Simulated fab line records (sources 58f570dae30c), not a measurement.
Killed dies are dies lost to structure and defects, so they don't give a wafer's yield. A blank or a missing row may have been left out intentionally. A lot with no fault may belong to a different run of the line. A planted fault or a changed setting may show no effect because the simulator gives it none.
Matching of chambers ; flow berkeley_cmos170 ; UCB170_ZERO_ETCH_06 on rie_diel-02 has 4 sister chambers
The step etches SiO2 in CHF3/CF4/Ar, time 12 s. 14 wafers are shown with their chamber, then 7 later ones without.

== WAFERS WITH THEIR CHAMBER ==
wafer;chamber;throttle_valve_pct (%);rf_fwd_power_W (W);oes_product_au (a.u.)
L527.2;2;9.43;495;0.621
L527.3;3;9.29;487;0.607
L527.6;2;9.42;497;0.619
L534.1;2;9.42;495;0.614
L534.2;0;9.14;489;0.624
L534.4;3;9.26;488;0.613
L533.1;0;9.13;488;0.620
L533.3;3;9.28;486;0.625
L533.4;2;9.43;497;0.618
L538.1;3;9.28;488;0.618
L538.2;1;8.96;491;0.620
L538.5;2;9.42;495;0.623
L540.1;0;9.13;491;0.618
L540.4;3;9.28;489;0.620

SIGNATURES (averages over the wafers above)
reading;chamber 0;chamber 1;chamber 2;chamber 3;scatter within a chamber
throttle_valve_pct;9.1333;8.9600;9.4240;9.2780;0.00816
rf_fwd_power_W;489.33;491.00;495.80;487.60;1.21
oes_product_au;0.62067;0.62000;0.61900;0.61660;0.00504
Rule: a wafer's distance from a chamber is the root of the sum, over the readings, of the square of ((its reading less the chamber's mean) divided by the reading's scatter). If the next closest chamber is less than 2 further off than the closest, the wafer can't be placed; otherwise it belongs to the closest. The scatter is the square root of a quotient: the sum, over the shown wafers, of each reading's squared deviation from its chamber's mean, divided by wafers minus chambers.

== WAFERS WITHOUT THEIR CHAMBER ==
wafer;throttle_valve_pct (%);rf_fwd_power_W (W);oes_product_au (a.u.)
L540.5;9.13;491;0.621
L546.1;8.95;493;0.621
L546.4;9.42;495;0.611
L546.6;9.43;496;0.621
L550.1;9.42;493;0.625
L550.2;9.28;487;0.622
L550.3;8.95;491;0.612

== CHAMBER TAKEN BY EACH ==
wafer;from the rows above;in truth
L540.5;0;0
L546.1;1;1
L546.4;2;2
L546.6;2;2
L550.1;2;2
L550.2;3;3
L550.3;1;1
7 of 7 placed correctly. From these rows, 0 cannot be placed. Number placed wrongly: 0.
